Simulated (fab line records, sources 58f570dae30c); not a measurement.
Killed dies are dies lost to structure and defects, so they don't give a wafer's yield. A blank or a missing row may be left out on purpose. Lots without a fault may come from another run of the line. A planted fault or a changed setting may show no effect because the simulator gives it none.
fab line records | flow berkeley_cmos170
record lots=5 wafers=15 last_day=11
route steps=331 shown NSD@188 BACKSIDE@199 SDANNEAL@204 PSD@206 PLDD@208 NLDD@209 SILICIDE@210 CONTACT@216
lots that met no fault: from a run of the same line without faults
start_h: hours from the record's first day to the start of the lot's first wafer shown | wait_h: hours since the lot's step before | " the same as in the row above | L1.1+2: a row that stands for several wafers | - no value, or no start given | * or withheld: withheld | < > ~ a bound
route shown NAME@n: a module of which the file shows steps, and the number in the route of the first | usual: mean/standard deviation of fault-free wafers | same: alike in all rows | chamber/n: place in a boat | sites: the reading at each site | _std_site: their standard deviation | _edge_site: outer sites' mean less inner sites' | radius_mm: how far each site lies from the wafer's centre | mask NAME#n: copy n | behind: the tool/chamber that last shaped the wafer | hold: why the lot was held/for how many hours/how that ended | device: the transistor (n, p or np) that didn't switch | end of line: the same wafers' tests at the end of the route | a step without rows: its recipe alone | killed: dies lost to structure and defects at the first sort, not the wafer's yield | map: a wafer's dies, x killed, . not, _ none there
set.NAME: the setting as run; set.NAME@STEP: as run at that earlier step | model.NAME: the simulator's own value behind a step, which no gauge read
lots at some steps of the route; a table a step, a row a wafer
services: from which hour (start_h, from the record's first day; less than 0 if before it) a tool's chamber was out of use, for how many hours, and why
## steps
# step UCB170_NSD_COAT_01
# recipe resist=KrF spin_rpm=1500 resist_thk_nm=900
# columns lot.wafer tool chamber start_h wait_h
L091.1+2+4 litho_track-01 0 217.35 0.1
L092.3+4+6 litho_track-01 0 229.17 0.1
L094.1+4+5 litho_track-03 0 235.61 0.1
L093.1+3+6 litho_track-01 0 236.01 0.1
L096.1+3+4 litho_track-02 0 243.91 0.1
# step UCB170_NSD_SOFTBAKE_02
# recipe resist=KrF temp_c=130 time_s=60
# columns lot.wafer tool chamber start_h wait_h
L091.1+2+4 litho_track-01 0 217.50 0.1
L092.3+4+6 litho_track-01 0 229.32 0.1
L094.1+4+5 litho_track-03 0 235.76 0.1
L093.1+3+6 litho_track-01 0 236.16 0.1
L096.1+3+4 litho_track-02 0 244.06 0.1
# step UCB170_NSD_EXPOSE_03
# recipe mask_id=NSELECT_MOD na=0.5 sigma_outer=0.6 source_shape=conventional target_cd_nm=1200 dose_mj=30
# usual exposure_dose_mJ_cm2=30.008/0.03
# columns lot.wafer tool chamber start_h wait_h mask exposure_dose_mJ_cm2
L091.1 krf_scanner-02 0 217.83 0.3 NSELECT_MOD#0 30.011
L091.2 " 0 " " NSELECT_MOD#0 30.022
L091.4 " 0 " " NSELECT_MOD#0 29.980
L092.3 krf_scanner-01 0 229.59 0.2 NSELECT_MOD#0 30.010
L092.4 " 0 " " NSELECT_MOD#0 30.046
L092.6 " 0 " " NSELECT_MOD#0 30.007
L094.1 krf_scanner-01 0 235.91 0.1 NSELECT_MOD#0 30.036
L094.4 " 0 " " NSELECT_MOD#0 30.011
L094.5 " 0 " " NSELECT_MOD#0 29.994
L093.1 krf_scanner-02 0 236.43 0.2 NSELECT_MOD#0 30.007
L093.3 " 0 " " NSELECT_MOD#0 30.045
L093.6 " 0 " " NSELECT_MOD#0 29.978
L096.1 krf_scanner-01 0 244.33 0.2 NSELECT_MOD#0 29.980
L096.3 " 0 " " NSELECT_MOD#0 30.028
L096.4 " 0 " " NSELECT_MOD#0 30.002
# step UCB170_NSD_PEB_04
# recipe peb_temp_c=130 peb_time_s=withheld resist=KrF
# columns lot.wafer tool chamber start_h wait_h
L091.1+2+4 litho_track-02 0 218.10 0.3
L092.3+4+6 litho_track-01 0 229.72 0.1
L094.1+4+5 litho_track-03 0 236.02 0.1
L093.1+3+6 litho_track-02 0 236.56 0.1
L096.1+3+4 litho_track-02 0 245.11 0.8
# step UCB170_NSD_DEVELOP_05
# recipe developer=TMAH develop_time_s=45 resist=KrF dev_temp_c=21
# columns lot.wafer tool chamber start_h wait_h
L091.1+2+4 litho_track-02 0 - -
L092.3+4+6 litho_track-01 0 - -
L094.1+4+5 litho_track-03 0 - -
L093.1+3+6 litho_track-02 0 - -
L096.1+3+4 litho_track-02 0 - -
# step UCB170_NSD_CD_MEAS_06
# recipe target_cd_nm=1200
# usual cd_nm=1200.3/1.4
# columns lot.wafer tool chamber start_h wait_h cd_nm
L091.1 cd_sem-01 - 218.50 - 1200.7
L091.2 " - " " 1202.0
L091.4 " - " " 1199.8
L092.3 cd_sem-01 - 229.98 - 1198.0
L092.4 " - " " 1198.6
L092.6 " - " " 1198.4
L094.1 cd_sem-01 - 236.30 - 1200.0
L094.4 " - " " 1198.5
L094.5 " - " " 1200.8
L093.1 cd_sem-02 - 236.83 - 1199.8
L093.3 " - " " 1201.3
L093.6 " - " " 1199.8
L096.1 cd_sem-02 - 245.38 - 1199.5
L096.3 " - " " 1199.8
L096.4 " - " " 1198.8
# step UCB170_NSD_OVL_MEAS_07
# usual NSD_OVL=-3/5.9
# columns lot.wafer tool chamber start_h wait_h NSD_OVL[nm]
L091.1 overlay-01 - 218.62 0.1 -11
L091.2 " - " " 1
L091.4 " - " " 0
L092.3 overlay-02 - 230.07 0.1 -14
L092.4 " - " " -9
L092.6 " - " " -16
L094.1 overlay-01 - 236.42 0.1 -7
L094.4 " - " " -4
L094.5 " - " " -8
L093.1 overlay-01 - 236.95 0.1 14
L093.3 " - " " 8
L093.6 " - " " 7
L096.1 overlay-01 - 245.50 0.1 4
L096.3 " - " " 6
L096.4 " - " " 1
# step UCB170_NSD_IMPLANT_08
# recipe species=P dose_cm2=3e+15 energy_kev=40 tilt_deg=7
# usual beam_energy_keV=39.998/0.014 dose_ions_cm2=2.9996e+15/2.9e+12 tilt_deg=7.001/0.02
# columns lot.wafer tool chamber start_h wait_h beam_energy_keV dose_ions_cm2 tilt_deg
L091.1 implanter-01 0 218.66 0.0 39.980 2.9962e+15 7.012
L091.2 " 0 " " 39.992 2.9975e+15 7.008
L091.4 " 0 " " 40.011 2.9994e+15 7.004
L092.3 implanter-04 0 230.15 0.1 39.988 2.9987e+15 6.990
L092.4 " 0 " " 39.985 2.9994e+15 6.978
L092.6 " 0 " " 40.017 3.0046e+15 6.980
L094.1 implanter-01 0 236.45 0.0 40.002 2.995e+15 6.975
L094.4 " 0 " " 39.985 3.0002e+15 6.986
L094.5 " 0 " " 40.004 2.9951e+15 7.022
L093.1 implanter-02 0 236.99 0.0 40.004 3.0028e+15 7.032
L093.3 " 0 " " 39.994 3.0004e+15 7.026
L093.6 " 0 " " 40.007 3.0042e+15 6.993
L096.1 implanter-04 0 245.54 0.0 40.008 2.9984e+15 6.996
L096.3 " 0 " " 40.005 2.9996e+15 7.012
L096.4 " 0 " " 39.997 2.9985e+15 6.997
# step UCB170_NSD_STRIP_09
# recipe chemistry=O2 power_w=400 pressure_mtorr=3500 platen_temp_c=withheld o2_flow_sccm=400 overash_fraction=0.5
# usual chamber_pressure_mTorr=3500/3.1 drypump_motor_current_A=5.52/0.11 oes_product_au=0.534/0.0044 strip_time_to_endpoint_s=35.85/0.076
# columns lot.wafer tool chamber start_h wait_h chamber_pressure_mTorr drypump_motor_current_A oes_product_au rf_hours_counter_h strip_time_to_endpoint_s
L091.1 plasma_asher-01 0 218.81 0.1 3501 5.49 0.536 50 35.95
L091.2 " 1 " " 3501 5.39 0.540 50 35.83
L091.4 " 1 " " 3503 5.36 0.538 - 35.87
L092.3 plasma_asher-03 1 230.28 0.1 3501 5.70 0.531 - 35.87
L092.4 " 0 " " 3498 5.42 0.540 - 35.85
L092.6 " 1 " " 3503 5.75 0.535 - 35.88
L094.1 plasma_asher-02 1 236.60 0.1 3503 5.52 0.530 48 35.82
L094.4 " 0 " " 3495 5.58 0.537 - 35.85
L094.5 " 1 " " 3498 5.54 0.539 - 35.85
L093.1 plasma_asher-03 1 237.14 0.1 3502 5.73 0.532 13 35.83
L093.3 " 0 " " 3502 5.42 0.533 - 35.90
L093.6 " 0 " " 3497 5.39 0.527 - 35.87
L096.1 plasma_asher-01 1 245.84 0.2 3496 5.39 0.528 53 35.82
L096.3 " 1 " " 3504 5.36 0.536 - 35.85
L096.4 " 0 " " 3499 5.47 0.531 - 35.89
# step UCB170_NSD_TW_MEAS_10
# usual NSD_TW=4177/46
# columns lot.wafer tool chamber start_h wait_h NSD_TW
L091.1 film_metro-03 - 218.91 0.1 4245
L091.2 " - " " 4224
L091.4 " - " " 4259
L092.3 film_metro-01 - 230.37 0.1 4130
L092.4 " - " " 4150
L092.6 " - " " 4144
L094.1 film_metro-03 - 236.70 0.1 4237
L094.4 " - " " 4277
L094.5 " - " " 4232
L093.1 film_metro-01 - 237.24 0.1 4116
L093.3 " - " " 4126
L093.6 " - " " 4133
L096.1 film_metro-01 - 245.94 0.1 4111
L096.3 " - " " 4124
L096.4 " - " " 4128
# step UCB170_NSD_CLEAN_11
# recipe chemistry=SPM temp_c=120 time_s=600
# usual bath_heat_duty_pct=13.7/1.1
# columns lot.wafer tool chamber start_h wait_h bath_heat_duty_pct
L091.1 wet_bench-01 2 219.11 0.2 14.3
L091.2 " 2 " " 14.6
L091.4 " 2 " " 13.2
L092.3 wet_bench-01 3 230.41 0.0 13.9
L092.4 " 3 " " 14.8
L092.6 " 3 " " 14.7
L094.1 wet_bench-01 0 236.93 0.2 12.3
L094.4 " 0 " " 14.3
L094.5 " 0 " " 13.9
L093.1 wet_bench-01 3 237.30 0.1 14.9
L093.3 " 3 " " 14.9
L093.6 " 3 " " 15.2
L096.1 wet_bench-04 1 246.00 0.1 13.0
L096.3 " 1 " " 12.9
L096.4 " 1 " " 13.5
# step UCB170_BACKSIDE_HMDS_00
# recipe prime_time_s=60 prime_temp_c=100
# columns lot.wafer tool chamber start_h wait_h
L091.1+2+4 litho_track-03 0 219.38 0.1
L092.3+4+6 litho_track-04 0 230.81 0.1
L094.1+4+5 litho_track-03 0 237.44 0.2
L093.1+3+6 litho_track-03 0 237.89 0.2
L096.1+3+4 litho_track-02 0 246.66 0.2
# step UCB170_BACKSIDE_COAT_01
# recipe resist=KrF spin_rpm=1500 resist_thk_nm=900
# columns lot.wafer tool chamber start_h wait_h
L091.1+2+4 litho_track-03 0 219.53 0.1
L092.3+4+6 litho_track-04 0 230.96 0.1
L094.1+4+5 litho_track-03 0 237.59 0.1
L093.1+3+6 litho_track-03 0 238.04 0.1
L096.1+3+4 litho_track-02 0 246.81 0.1
# step UCB170_BACKSIDE_SOFTBAKE_02
# recipe resist=KrF temp_c=130 time_s=60
# columns lot.wafer tool chamber start_h wait_h
L091.1+2+4 litho_track-03 0 219.68 0.1
L092.3+4+6 litho_track-04 0 231.11 0.1
L094.1+4+5 litho_track-03 0 237.74 0.1
L093.1+3+6 litho_track-03 0 238.19 0.1
L096.1+3+4 litho_track-02 0 246.96 0.1
# step UCB170_BACKSIDE_STRIP_03
# recipe chemistry=O2 power_w=400 pressure_mtorr=3500 platen_temp_c=withheld o2_flow_sccm=400 overash_fraction=0.5
# usual chamber_pressure_mTorr=3499.6/2.8 drypump_motor_current_A=5.57/0.3 oes_product_au=0.735/0.0044 strip_time_to_endpoint_s=21.97/0.071
# columns lot.wafer tool chamber start_h wait_h chamber_pressure_mTorr drypump_motor_current_A oes_product_au rf_hours_counter_h strip_time_to_endpoint_s
L091.1 plasma_asher-04 1 219.83 0.1 3498.4 5.24 0.724 58 21.88
L091.2 " 0 " " 3501.5 6.02 0.737 58 21.80
L091.4 " 1 " " 3503.2 5.22 0.732 - 21.80
L092.3 plasma_asher-04 0 231.24 0.1 3502.8 6.03 0.739 - 21.93
L092.4 " 1 " " 3500.4 5.23 0.734 - 21.93
L092.6 " 1 " " 3501.3 5.23 0.743 - 21.93
L094.1 plasma_asher-02 1 237.89 0.1 3498.4 5.53 0.731 48 22.05
L094.4 " 0 " " 3500.9 5.56 0.732 - 22.02
L094.5 " 0 " " 3496.3 5.56 0.729 - 22.10
L093.1 plasma_asher-01 1 238.34 0.1 3500.0 5.36 0.731 52 21.91
L093.3 " 0 " " 3495.7 5.46 0.734 - 21.90
L093.6 " 1 " " 3503.6 5.38 0.736 - 21.89
L096.1 plasma_asher-02 1 247.11 0.1 3497.9 5.50 0.733 49 21.94
L096.3 " 0 " " 3496.5 5.53 0.733 - 21.92
L096.4 " 1 " " 3501.8 5.50 0.736 - 21.90
# step UCB170_BACKSIDE_CLEAN_04
# recipe chemistry=SPM temp_c=120 time_s=600
# usual bath_heat_duty_pct=13.6/1
# columns lot.wafer tool chamber start_h wait_h bath_heat_duty_pct
L091.1 wet_bench-04 3 220.56 0.7 13.7
L091.2 " 3 " " 13.8
L091.4 " 3 " " 13.3
L092.3 wet_bench-04 3 231.31 0.0 12.8
L092.4 " 3 " " 13.9
L092.6 " 3 " " 13.8
L094.1 wet_bench-03 1 237.99 0.1 13.2
L094.4 " 1 " " 13.1
L094.5 " 1 " " 15.1
L093.1 wet_bench-03 2 238.44 0.1 15.5
L093.3 " 2 " " 12.6
L093.6 " 2 " " 13.8
L096.1 wet_bench-04 3 247.55 0.4 12.0
L096.3 " 3 " " 12.3
L096.4 " 3 " " 12.7
# step UCB170_SDANNEAL_RTA_00
# recipe temp_c=900 time_s=10 ambient=N2
# usual lamp_power_pct=24/3.2 wafer_temp_C_max=904.6/1
# columns lot.wafer tool chamber start_h wait_h lamp_power_pct wafer_temp_C_max
L091.1 rtp_anneal-01 0 220.91 0.0 21 905.0
L091.2 " 0 " " 21 903.5
L091.4 " 0 " " 21 903.3
L092.3 rtp_anneal-01 0 231.70 0.0 21 905.5
L092.4 " 0 " " 21 905.1
L092.6 " 0 " " 21 904.9
L094.1 rtp_anneal-02 0 238.16 0.0 27 905.3
L094.4 " 0 " " 27 905.9
L094.5 " 0 " " 27 904.3
L093.1 rtp_anneal-01 0 238.61 0.0 21 905.4
L093.3 " 0 " " 21 903.4
L093.6 " 0 " " 21 904.9
L096.1 rtp_anneal-02 0 248.01 0.0 27 904.8
L096.3 " 0 " " 27 905.3
L096.4 " 0 " " 27 904.0
# step UCB170_SDANNEAL_RTA_01
# recipe temp_c=1050 time_s=5 ambient=N2
# usual lamp_power_pct=37/5 wafer_temp_C_max=1055.5/1.1
# columns lot.wafer tool chamber start_h wait_h lamp_power_pct wafer_temp_C_max
L091.1 rtp_anneal-01 0 220.97 0.1 32 1056.2
L091.2 " 0 " " 32 1056.2
L091.4 " 0 " " 32 1054.2
L092.3 rtp_anneal-01 0 231.83 0.1 32 1057.9
L092.4 " 0 " " 32 1054.0
L092.6 " 0 " " 32 1054.4
L094.1 rtp_anneal-02 0 238.23 0.1 42 1053.7
L094.4 " 0 " " 42 1054.0
L094.5 " 0 " " 42 1057.1
L093.1 rtp_anneal-01 0 238.68 0.1 32 1053.6
L093.3 " 0 " " 32 1054.5
L093.6 " 0 " " 32 1054.0
L096.1 rtp_anneal-02 0 248.07 0.1 42 1053.5
L096.3 " 0 " " 42 1054.6
L096.4 " 0 " " 42 1054.4
# step UCB170_SDANNEAL_RS_MEAS_02
# recipe thk_meas_gauge=four-point-probe
# usual PSD_RS=75.5/0.34
# columns lot.wafer tool chamber start_h wait_h PSD_RS[ohm/sq]
L091.1 film_metro-01 - 221.03 0.0 75.4
L091.2 " - " " 75.2
L091.4 " - " " 75.2
L092.3 film_metro-01 - 231.95 0.1 75.0
L092.4 " - " " 75.2
L092.6 " - " " 74.9
L094.1 film_metro-01 - 238.29 0.0 75.3
L094.4 " - " " 75.8
L094.5 " - " " 75.5
L093.1 film_metro-03 - 238.74 0.0 75.8
L093.3 " - " " 75.3
L093.6 " - " " 75.8
L096.1 film_metro-03 - 248.13 0.0 75.6
L096.3 " - " " 75.5
L096.4 " - " " 75.4
# step UCB170_SDANNEAL_RS_MEAS_03
# recipe thk_meas_gauge=four-point-probe
# usual NSD_RS=37.21/0.09
# columns lot.wafer tool chamber start_h wait_h NSD_RS[ohm/sq]
L091.1 film_metro-01 - 221.15 0.1 37.22
L091.2 " - " " 37.18
L091.4 " - " " 37.09
L092.3 film_metro-01 - 232.07 0.1 37.22
L092.4 " - " " 37.15
L092.6 " - " " 37.16
L094.1 film_metro-01 - 238.41 0.1 37.12
L094.4 " - " " 37.16
L094.5 " - " " 37.24
L093.1 film_metro-03 - 238.86 0.1 37.09
L093.3 " - " " 37.17
L093.6 " - " " 37.13
L096.1 film_metro-03 - 248.25 0.1 37.24
L096.3 " - " " 37.25
L096.4 " - " " 37.28
# step UCB170_SDANNEAL_RS_MEAS_04
# recipe thk_meas_gauge=four-point-probe
# usual PLDD_RS=1030.2/2.8
# columns lot.wafer tool chamber start_h wait_h PLDD_RS[ohm/sq]
L091.1 film_metro-01 - 221.27 0.1 1032.2
L091.2 " - " " 1033.0
L091.4 " - " " 1033.0
L092.3 film_metro-01 - 232.19 0.1 1027.0
L092.4 " - " " 1030.6
L092.6 " - " " 1030.5
L094.1 film_metro-01 - 238.53 0.1 1030.8
L094.4 " - " " 1027.5
L094.5 " - " " 1030.4
L093.1 film_metro-03 - 238.98 0.1 1031.2
L093.3 " - " " 1029.6
L093.6 " - " " 1032.6
L096.1 film_metro-03 - 248.37 0.1 1034.9
L096.3 " - " " 1031.0
L096.4 " - " " 1030.2
# step UCB170_SDANNEAL_RS_MEAS_05
# recipe thk_meas_gauge=four-point-probe
# usual NLDD_RS=615.3/1.3
# columns lot.wafer tool chamber start_h wait_h NLDD_RS[ohm/sq]
L091.1 film_metro-01 - 221.39 0.1 616.0
L091.2 " - " " 613.0
L091.4 " - " " 616.8
L092.3 film_metro-01 - 232.31 0.1 614.2
L092.4 " - " " 614.0
L092.6 " - " " 615.3
L094.1 film_metro-01 - 238.65 0.1 613.2
L094.4 " - " " 616.3
L094.5 " - " " 615.7
L093.1 film_metro-03 - 239.10 0.1 614.8
L093.3 " - " " 615.7
L093.6 " - " " 615.8
L096.1 film_metro-03 - 248.49 0.1 613.8
L096.3 " - " " 615.5
L096.4 " - " " 615.1
# step UCB170_SILICIDE_PRE_CLEAN_00
# recipe gas=Ar preclean_etch_time_s=60
# columns lot.wafer tool chamber start_h wait_h
L091.1+2+4 pvd_sputter-04 - 221.51 0.1
L092.3+4+6 pvd_sputter-04 - 232.39 0.1
L094.1+4+5 pvd_sputter-03 - 238.77 0.1
L093.1+3+6 pvd_sputter-04 - 239.22 0.1
L096.1+3+4 pvd_sputter-04 - 248.61 0.1
# step UCB170_SILICIDE_SPUTTER_01
# recipe material=Ti target_thk_nm=30 time_s=25 power_w=1500 chamber_pressure_pa=0.5
# usual cathode_dc_power_W=1500.0/0.28 throttle_valve_pct=29.7/0.6
# columns lot.wafer tool chamber start_h wait_h cathode_dc_power_W throttle_valve_pct
L091.1 pvd_sputter-04 - 221.58 0.0 1500.2 29.0
L091.2 " - " " 1499.8 29.7
L091.4 " - " " 1499.8 30.0
L092.3 pvd_sputter-04 - 232.45 0.0 1499.5 29.1
L092.4 " - " " 1500.2 30.3
L092.6 " - " " 1500.0 30.2
L094.1 pvd_sputter-03 - 238.83 0.0 1500.2 29.6
L094.4 " - " " 1500.4 29.7
L094.5 " - " " 1499.7 29.7
L093.1 pvd_sputter-04 - 239.28 0.0 1499.8 29.9
L093.3 " - " " 1500.2 30.3
L093.6 " - " " 1499.9 30.4
L096.1 pvd_sputter-04 - 248.68 0.0 1499.9 30.4
L096.3 " - " " 1499.6 30.0
L096.4 " - " " 1500.2 29.8
# step UCB170_SILICIDE_RS_MEAS_02
# recipe thk_meas_gauge=four-point-probe reads=Ti_of_SILICIDE_SPUTTER_01
# usual SILICIDE_TI_RS=26.0/0.35
# columns lot.wafer tool chamber start_h wait_h SILICIDE_TI_RS[ohm/sq]
L091.1 film_metro-03 - 221.61 0.0 25.6
L091.2 " - " " 26.1
L091.4 " - " " 26.0
L092.3 film_metro-04 - 232.52 0.1 25.6
L092.4 " - " " 26.1
L092.6 " - " " 26.3
L094.1 film_metro-04 - 238.86 0.0 26.1
L094.4 " - " " 25.7
L094.5 " - " " 25.4
L093.1 film_metro-04 - 239.31 0.0 26.6
L093.3 " - " " 26.3
L093.6 " - " " 26.4
L096.1 film_metro-04 - 248.71 0.0 25.7
L096.3 " - " " 26.3
L096.4 " - " " 26.2
# step UCB170_SILICIDE_THK_MEAS_03
# recipe thk_meas_gauge=xrf reads=Ti_of_SILICIDE_SPUTTER_01
# usual SILICIDE_TI_THK=29.9/0.36
# columns lot.wafer tool chamber start_h wait_h SILICIDE_TI_THK[nm]
L091.1 film_metro-03 - 221.73 0.1 30.3
L091.2 " - " " 29.7
L091.4 " - " " 29.9
L092.3 film_metro-04 - 232.62 0.1 30.2
L092.4 " - " " 29.7
L092.6 " - " " 29.5
L094.1 film_metro-04 - 238.98 0.1 29.7
L094.4 " - " " 30.0
L094.5 " - " " 30.3
L093.1 film_metro-04 - 239.43 0.1 29.3
L093.3 " - " " 29.6
L093.6 " - " " 29.2
L096.1 film_metro-04 - 248.83 0.1 30.3
L096.3 " - " " 29.7
L096.4 " - " " 29.6
# step UCB170_SILICIDE_RTA_04
# recipe temp_c=650 time_s=15 ambient=N2
# usual lamp_power_pct=10.3/1.4 wafer_temp_C_max=653.4/0.7
# columns lot.wafer tool chamber start_h wait_h lamp_power_pct wafer_temp_C_max
L091.1 rtp_anneal-01 0 221.79 0.1 8.9 653.7
L091.2 " 0 " " 8.9 652.2
L091.4 " 0 " " 8.9 654.2
L092.3 rtp_anneal-02 0 232.69 0.1 11.7 652.3
L092.4 " 0 " " 11.7 652.5
L092.6 " 0 " " 11.7 652.4
L094.1 rtp_anneal-02 0 239.04 0.1 11.7 653.6
L094.4 " 0 " " 11.7 653.0
L094.5 " 0 " " 11.7 653.3
L093.1 rtp_anneal-01 0 239.49 0.1 8.9 653.8
L093.3 " 0 " " 8.9 653.5
L093.6 " 0 " " 8.9 654.4
L096.1 rtp_anneal-02 0 248.89 0.1 11.7 652.8
L096.3 " 0 " " 11.7 652.4
L096.4 " 0 " " 11.7 653.3
# step UCB170_SILICIDE_WET_ETCH_05
# recipe chemistry=SPM time_s=45 temp_c=120 target=Ti
# usual bath_heat_duty_pct=13.3/1.4
# columns lot.wafer tool chamber start_h wait_h bath_heat_duty_pct
L091.1 wet_bench-04 3 221.97 0.2 13.4
L091.2 " 3 " " 12.7
L091.4 " 3 " " 12.0
L092.3 wet_bench-04 0 232.74 0.0 11.7
L092.4 " 0 " " 12.8
L092.6 " 0 " " 11.5
L094.1 wet_bench-01 1 239.56 0.5 15.1
L094.4 " 1 " " 17.1
L094.5 " 1 " " 15.7
L093.1 wet_bench-03 0 242.97 3.5 15.4
L093.3 " 0 " " 13.7
L093.6 " 0 " " 15.5
L096.1 wet_bench-03 3 248.97 0.1 9.9
L096.3 " 3 " " 10.5
L096.4 " 3 " " 11.7
# step UCB170_CONTACT_CLEAN_00
# recipe chemistry=SPM temp_c=120 time_s=600
# usual bath_heat_duty_pct=13.4/1.1
# columns lot.wafer tool chamber start_h wait_h bath_heat_duty_pct
L091.1 wet_bench-04 0 222.01 0.0 11.6
L091.2 " 0 " " 11.0
L091.4 " 0 " " 11.5
L092.3 wet_bench-04 3 232.78 0.0 14.1
L092.4 " 3 " " 13.2
L092.6 " 3 " " 13.8
L094.1 wet_bench-03 2 242.99 3.4 12.2
L094.4 " 2 " " 13.3
L094.5 " 2 " " 12.9
L093.1 wet_bench-04 2 243.41 0.4 13.7
L093.3 " 2 " " 13.6
L093.6 " 2 " " 14.0
L096.1 wet_bench-03 3 248.99 0.0 10.5
L096.3 " 3 " " 11.3
L096.4 " 3 " " 10.3
# step UCB170_CONTACT_CVD_01
# recipe material=PSG target_thk_nm=700 temp_c=450 precursor=SiH4/O2/PH3 time_s=2820 pressure_mtorr=300 sih4_flow_sccm=60 o2_flow_sccm=90 ph3_flow_sccm=25
# columns lot.wafer tool chamber start_h wait_h
L091.1+2+4 lpcvd-01 0 222.36 0.0
L092.3+4+6 lpcvd-01 0 233.13 0.0
L093.1+3+6 lpcvd-01 0 244.25 0.5
L094.1+4+5 lpcvd-01 0 244.25 1.1
L096.1+3+4 lpcvd-02 1 249.16 0.0
# step UCB170_CONTACT_THK_MEAS_02
# recipe reads=PSG_of_CONTACT_CVD_01
# usual CONTACT_PSG_THK=696/5.6
# columns lot.wafer tool chamber start_h wait_h CONTACT_PSG_THK[nm]
L091.1 film_metro-03 - 224.15 0.0 702
L091.2 " - " " 701
L091.4 " - " " 701
L092.3 film_metro-03 - 234.93 0.0 698
L092.4 " - " " 700
L092.6 " - " " 699
L093.1 film_metro-01 - 246.03 0.0 689
L093.3 " - " " 690
L093.6 " - " " 694
L094.1 film_metro-04 - 246.03 0.0 695
L094.4 " - " " 693
L094.5 " - " " 697
L096.1 film_metro-03 - 250.94 0.0 700
L096.3 " - " " 703
L096.4 " - " " 700
# step UCB170_CONTACT_HMDS_03
# recipe prime_time_s=60 prime_temp_c=100
# columns lot.wafer tool chamber start_h wait_h
L091.1+2+4 litho_track-01 0 224.21 0.1
L092.3+4+6 litho_track-02 0 235.02 0.1
L094.1+4+5 litho_track-04 0 246.09 0.1
L093.1+3+6 litho_track-02 0 246.21 0.2
L096.1+3+4 litho_track-01 0 251.00 0.1
# step UCB170_CONTACT_COAT_04
# recipe resist=KrF spin_rpm=1500 resist_thk_nm=900
# columns lot.wafer tool chamber start_h wait_h
L091.1+2+4 litho_track-01 0 224.36 0.1
L092.3+4+6 litho_track-02 0 235.17 0.1
L094.1+4+5 litho_track-04 0 246.24 0.1
L093.1+3+6 litho_track-02 0 246.36 0.1
L096.1+3+4 litho_track-01 0 251.15 0.1
# step UCB170_CONTACT_SOFTBAKE_05
# recipe resist=KrF temp_c=130 time_s=60
# columns lot.wafer tool chamber start_h wait_h
L091.1+2+4 litho_track-01 0 224.51 0.1
L092.3+4+6 litho_track-02 0 235.32 0.1
L094.1+4+5 litho_track-04 0 246.39 0.1
L093.1+3+6 litho_track-02 0 246.51 0.1
L096.1+3+4 litho_track-01 0 251.30 0.1
# step UCB170_CONTACT_STRIP_06
# recipe chemistry=O2 power_w=400 pressure_mtorr=3500 platen_temp_c=withheld o2_flow_sccm=400 overash_fraction=0.5
# usual chamber_pressure_mTorr=3500/3.1 drypump_motor_current_A=5.58/0.26 oes_product_au=0.734/0.0047 strip_time_to_endpoint_s=21.97/0.077
# columns lot.wafer tool chamber start_h wait_h chamber_pressure_mTorr drypump_motor_current_A oes_product_au rf_hours_counter_h strip_time_to_endpoint_s
L091.1 plasma_asher-04 0 224.66 0.1 3501 6.04 0.731 58 22.02
L091.2 " 1 " " 3494 5.24 0.736 58 21.98
L091.4 " 1 " " 3497 5.25 0.731 - 21.96
L092.3 plasma_asher-02 1 235.46 0.1 3502 5.52 0.740 - 21.94
L092.4 " 0 " " 3495 5.55 0.743 - 21.94
L092.6 " 0 " " 3499 5.59 0.732 - 21.95
L094.1 plasma_asher-02 0 246.54 0.1 3501 5.55 0.725 49 22.00
L094.4 " 0 " " 3498 5.55 0.737 - 21.90
L094.5 " 1 " " 3507 5.55 0.727 - 22.02
L093.1 plasma_asher-04 0 246.66 0.1 3505 6.01 0.725 60 21.87
L093.3 " 0 " " 3505 6.00 0.738 - 21.88
L093.6 " 0 " " 3504 6.01 0.732 - 21.87
L096.1 plasma_asher-04 1 251.45 0.1 3502 5.25 0.739 61 21.95
L096.3 " 1 " " 3505 5.24 0.732 - 21.99
L096.4 " 0 " " 3500 6.01 0.748 - 21.96
# step UCB170_CONTACT_CLEAN_07
# recipe chemistry=SPM temp_c=120 time_s=600
# usual bath_heat_duty_pct=13.1/1.2
# columns lot.wafer tool chamber start_h wait_h bath_heat_duty_pct
L091.1 wet_bench-04 1 224.76 0.1 12.4
L091.2 " 1 " " 12.8
L091.4 " 1 " " 13.0
L092.3 wet_bench-04 2 235.52 0.0 12.8
L092.4 " 2 " " 13.5
L092.6 " 2 " " 13.3
L094.1 wet_bench-04 1 246.64 0.1 12.6
L094.4 " 1 " " 13.7
L094.5 " 1 " " 14.3
L093.1 wet_bench-04 2 247.10 0.4 13.3
L093.3 " 2 " " 12.3
L093.6 " 2 " " 13.3
L096.1 wet_bench-04 1 251.55 0.1 12.5
L096.3 " 1 " " 12.8
L096.4 " 1 " " 12.8
# step UCB170_CONTACT_RTA_08
# recipe temp_c=900 time_s=10 ambient=N2
# usual lamp_power_pct=24/3.2 wafer_temp_C_max=904.6/0.89
# columns lot.wafer tool chamber start_h wait_h lamp_power_pct wafer_temp_C_max
L091.1 rtp_anneal-01 0 224.93 0.0 21 905.3
L091.2 " 0 " " 21 904.5
L091.4 " 0 " " 21 904.0
L092.3 rtp_anneal-01 0 235.90 0.0 21 904.4
L092.4 " 0 " " 21 904.5
L092.6 " 0 " " 21 904.6
L094.1 rtp_anneal-02 0 247.10 0.0 27 905.1
L094.4 " 0 " " 27 904.9
L094.5 " 0 " " 27 903.7
L093.1 rtp_anneal-01 0 247.55 0.0 21 904.4
L093.3 " 0 " " 21 904.6
L093.6 " 0 " " 21 904.4
L096.1 rtp_anneal-02 0 251.78 0.0 27 903.8
L096.3 " 0 " " 27 905.4
L096.4 " 0 " " 27 905.9
# step UCB170_CONTACT_COAT_09
# recipe resist=BARC temp_c=withheld time_s=withheld spin_rpm=3000 resist_thk_nm=withheld
# columns lot.wafer tool chamber start_h wait_h
L091.1+2+4 litho_track-04 0 225.00 0.1
L092.3+4+6 litho_track-04 0 235.99 0.1
L094.1+4+5 litho_track-04 0 247.27 0.2
L093.1+3+6 litho_track-01 0 247.62 0.1
L096.1+3+4 litho_track-02 0 251.85 0.1
# step UCB170_CONTACT_COAT_10
# recipe resist=KrF spin_rpm=1500 resist_thk_nm=900
# columns lot.wafer tool chamber start_h wait_h
L091.1+2+4 litho_track-04 0 - -
L092.3+4+6 litho_track-04 0 - -
L094.1+4+5 litho_track-04 0 - -
L093.1+3+6 litho_track-01 0 - -
L096.1+3+4 litho_track-02 0 - -
## services
# columns tool chamber start_h hours kind
plasma_asher-02 - 205.49 1.3 repair
krf_scanner-02 - 211.42 1.6 repair
krf_scanner-01 - 216.96 3.3 repair
implanter-04 - 228.90 0.6 repair
krf_scanner-02 - 230.42 1.3 pm
implanter-04 - 232.56 6.0 repair
krf_scanner-01 - 233.52 0.8 pm
krf_scanner-02 - 236.55 4.0 pm
krf_scanner-02 - 240.57 1.0 pm
## key
fault none
